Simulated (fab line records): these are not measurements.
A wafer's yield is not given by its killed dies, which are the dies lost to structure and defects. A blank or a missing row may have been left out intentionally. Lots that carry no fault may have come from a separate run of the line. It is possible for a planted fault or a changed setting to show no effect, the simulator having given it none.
One fault through the eyes of 2 desks -- flow ritCmos -- numbers are kept per desk, each desk with only its own; the story behind them comes last

== FROM THE METROLOGY DESK ==
What the gauges read, lot by lot, whatever tool the lot ran on: means of the sampled wafers that have a number. Marked OUT: a lot whose mean sits more than 4 standard deviations from the usual mean, which makes it out of limits; the brackets give that distance.
Columns: A = NLDD_RS at RIT_SDANNEAL_RS_MEAS_07, usual 151.7 ohm/sq
lot,first seen here,A
L119,day 3 06:31,151.1
L120,day 3 08:43,151.7
L121,day 3 13:43,151.7
L123,day 3 22:52,151.5
L124,day 4 02:35,151.7
L125,day 4 10:43,151.7
L132,day 5 20:29,154.5 (+6.6) OUT
L133,day 6 00:58,154.0 (+5.3) OUT
L135,day 6 13:59,151.7
L136,day 7 03:30,152.0
L137,day 7 03:44,151.4
L138,day 7 17:01,151.5
L141,day 8 16:10,152.2
L142,day 9 01:04,151.9
This desk's finding: out of limits on L132, L133; first on L132, day 5 20:29 (NLDD_RS at RIT_SDANNEAL_RS_MEAS_07). In limits: L119, L120, L121, L123, L124, L125, L135, L136, L137, L138, L141, L142.

== FOR THE TOOL OWNER'S DESK: implanter-03 ==
The tool's own readings at RIT_NLDD_IMPLANT_08, given as means over the sampled wafers that have a number, one for each lot that went through this tool. Marked OUT: a lot whose mean sits more than 4 standard deviations from the usual mean, which makes it out of limits; the brackets give that distance.
Columns: A = doseIonsCm2 at RIT_NLDD_IMPLANT_08, usual 5.001e+14; B = faradayCurrentUA at RIT_NLDD_IMPLANT_08, usual 1570
lot,first seen here,A,B
L123,day 3 14:23,4.998e+14,1568
L125,day 4 02:17,4.996e+14,1581
L132,day 5 12:14,4.925e+14 (-14) OUT,1560
L133,day 5 16:32,4.923e+14 (-14) OUT,1534
L142,day 8 16:16,5.007e+14,1563
This desk finds L132, L133 out of limits, L132 being first, at day 5 12:14 (doseIonsCm2 at RIT_NLDD_IMPLANT_08). In limits: L123, L125, L142.

== ALL TOGETHER ==
The tool owner's desk could have raised an alarm at day 5 12:14, on L132, L133.
The metrology desk could have raised an alarm at day 5 20:29, on L132, L133.
Every lot named ran RIT_NLDD_IMPLANT_08 on implanter-03.

== WHAT HAD BEEN PUT IN BY THE SIMULATOR ==
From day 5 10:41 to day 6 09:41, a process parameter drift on implanter-03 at RIT_NLDD_IMPLANT_08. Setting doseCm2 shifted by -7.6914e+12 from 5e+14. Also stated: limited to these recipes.
Lots struck among those shown: L132, L133.
Counting hours from when the fault started, the first reading out of limits came at 2 for the tool owner's desk and at 10 for the metrology desk.
